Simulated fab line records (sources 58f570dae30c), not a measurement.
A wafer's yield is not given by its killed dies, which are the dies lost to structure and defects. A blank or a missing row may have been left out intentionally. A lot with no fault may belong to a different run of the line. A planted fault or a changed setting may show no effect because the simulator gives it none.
Commonality check across tools + flow berkeley_cmos170 + 14 lots, 42 wafers sampled

REASON IT WAS OPENED
On 2 of the 14 lots, a flag is raised at UCB170_V2_CD_MEAS_12 on the reading cd_nm. Wafers without a fault read 700.3 nm, standard deviation 1.3.
Rule: a lot is flagged in two cases, either no wafer of it has a number, or all its wafers with numbers fall more than 4 standard deviations from that mean. All remaining lots are regarded as sound.

| lot  | measured     | on        | cd_nm (nm), wafer by wafer | flag    |
|------|--------------|-----------|----------------------------|---------|
| L272 | day 8 13:07  | cd_sem-02 | 700.1 701.2 700.8          |         |
| L273 | day 9 05:35  | cd_sem-01 | 701.7 700.4 700.5          |         |
| L276 | day 9 06:48  | cd_sem-01 | 700.3 700.9 700.6          |         |
| L275 | day 9 08:27  | cd_sem-01 | 700.5 700.9 699.7          |         |
| L274 | day 9 10:34  | cd_sem-01 | 699.6 700.2 700.9          |         |
| L281 | day 10 13:11 | cd_sem-02 | 702.0 699.6 701.6          |         |
| L282 | day 10 23:08 | cd_sem-01 | 675.9 674.6 676.3          | FLAGGED |
| L283 | day 11 02:27 | cd_sem-02 | 698.4 698.9 699.4          |         |
| L284 | day 11 04:02 | cd_sem-01 | 699.4 698.9 700.0          |         |
| L286 | day 11 10:13 | cd_sem-01 | 677.9 677.7 677.7          | FLAGGED |
| L289 | day 12 01:31 | cd_sem-01 | 701.9 702.5 702.2          |         |
| L291 | day 12 03:44 | cd_sem-02 | 698.9 699.3 698.9          |         |
| L290 | day 12 04:17 | cd_sem-02 | 701.5 700.2 702.4          |         |
| L295 | day 13 03:16 | cd_sem-02 | 699.4 700.1 699.5          |         |
On average the flagged lots' numbers are 676.7 nm, which is -23.6 nm against the usual, or -18 standard deviations.

WHICH TOOL RAN EACH LOT
2 process steps preceding the reading are held in the record, out of 331 steps in the route. Every cell lists first the tool, next ch and the chambers used by the sampled wafers, and last the start.
| lot  | flag    | UCB170_V2_CMP_02              | UCB170_V2_PEB_10                  |
|------|---------|-------------------------------|-----------------------------------|
| L272 |         | cmp-01 ch 1,2,3, day 8 10:22  | litho_track-01 ch 0, day 8 12:46  |
| L273 |         | cmp-01 ch 2,3, day 9 03:14    | litho_track-01 ch 0, day 9 05:18  |
| L276 |         | cmp-02 ch 0,3, day 9 04:22    | litho_track-04 ch 0, day 9 06:32  |
| L275 |         | cmp-01 ch 0,1,3, day 9 06:50  | litho_track-04 ch 0, day 9 08:11  |
| L274 |         | cmp-01 ch 2,3, day 9 08:31    | litho_track-03 ch 0, day 9 10:18  |
| L281 |         | cmp-02 ch 0,1,3, day 10 06:43 | litho_track-04 ch 0, day 10 12:00 |
| L282 | FLAGGED | cmp-01 ch 0,1, day 10 20:32   | litho_track-04 ch 0, day 10 22:49 |
| L283 |         | cmp-02 ch 1,2, day 10 23:17   | litho_track-01 ch 0, day 11 02:00 |
| L284 |         | cmp-01 ch 0,1,2, day 11 01:55 | litho_track-03 ch 0, day 11 03:46 |
| L286 | FLAGGED | cmp-01 ch 0,2,3, day 11 08:39 | litho_track-04 ch 0, day 11 09:57 |
| L289 |         | cmp-02 ch 1,2,3, day 11 23:22 | litho_track-01 ch 0, day 12 01:14 |
| L291 |         | cmp-01 ch 1,2, day 12 00:55   | litho_track-01 ch 0, day 12 03:28 |
| L290 |         | cmp-02 ch 0,1,2, day 12 01:05 | litho_track-01 ch 0, day 12 04:01 |
| L295 |         | cmp-01 ch 0,1,2, day 13 01:27 | litho_track-03 ch 0, day 13 02:49 |
What the steps here do:
- UCB170_V2_CMP_02: polishes SiO2.
- UCB170_V2_PEB_10
- UCB170_V2_CD_MEAS_12: target cd 700 nm.

FLAGGED AGAINST TOTAL, ONE TOOL AT A TIME (gauges that did the reading follow at the end)
| step                 | tool           | lots run | flagged | share of the flagged lots | sound lots run after its first flagged lot |
|----------------------|----------------|----------|---------|---------------------------|--------------------------------------------|
| UCB170_V2_CMP_02     | cmp-01         | 9        | 2       | all                       | 3 (L284,L291,L295)                         |
| UCB170_V2_CMP_02     | cmp-02         | 5        | 0       | none                      | -                                          |
| UCB170_V2_PEB_10     | litho_track-01 | 6        | 0       | none                      | -                                          |
| UCB170_V2_PEB_10     | litho_track-03 | 3        | 0       | none                      | -                                          |
| UCB170_V2_PEB_10     | litho_track-04 | 5        | 2       | all                       | 0                                          |
| UCB170_V2_CD_MEAS_12 | cd_sem-01      | 8        | 2       | all                       | 2 (L284,L289)                              |
| UCB170_V2_CD_MEAS_12 | cd_sem-02      | 6        | 0       | none                      | -                                          |

WHAT THE TABLE ALLOWS
Rows of the table that ran every flagged lot, 3 in all: cmp-01 at UCB170_V2_CMP_02, litho_track-04 at UCB170_V2_PEB_10, cd_sem-01 at UCB170_V2_CD_MEAS_12.
- cmp-01 at UCB170_V2_CMP_02: 2 of its 9 lots flagged. Sound lots ran on it after the first flagged one (L284, L291, L295), which a lasting fault on the whole tool wouldn't allow.
- litho_track-04 at UCB170_V2_PEB_10: 2 of its 5 lots flagged. Its last sound lot is L281 (day 10 12:00), its first flagged lot L282 (day 10 22:49): a fault that began between those two fits. Its own readings lie more than 4 standard deviations out on every wafer of the flagged lots: heater_power_total_W, plate_temp_C.
- cd_sem-01 at UCB170_V2_CD_MEAS_12: 2 of its 8 lots flagged. Sound lots ran on it after the first flagged one (L284, L289), which a lasting fault on the whole tool wouldn't allow.
litho_track-04 at UCB170_V2_PEB_10 is the single tool remaining.

WHAT HAD BEEN PUT IN BY THE SIMULATOR
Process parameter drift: litho_track-04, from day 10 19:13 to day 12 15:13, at UCB170_V2_PEB_10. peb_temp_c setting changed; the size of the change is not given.
Lots struck among those shown: L282, L286. The rule given above showed the same thing.
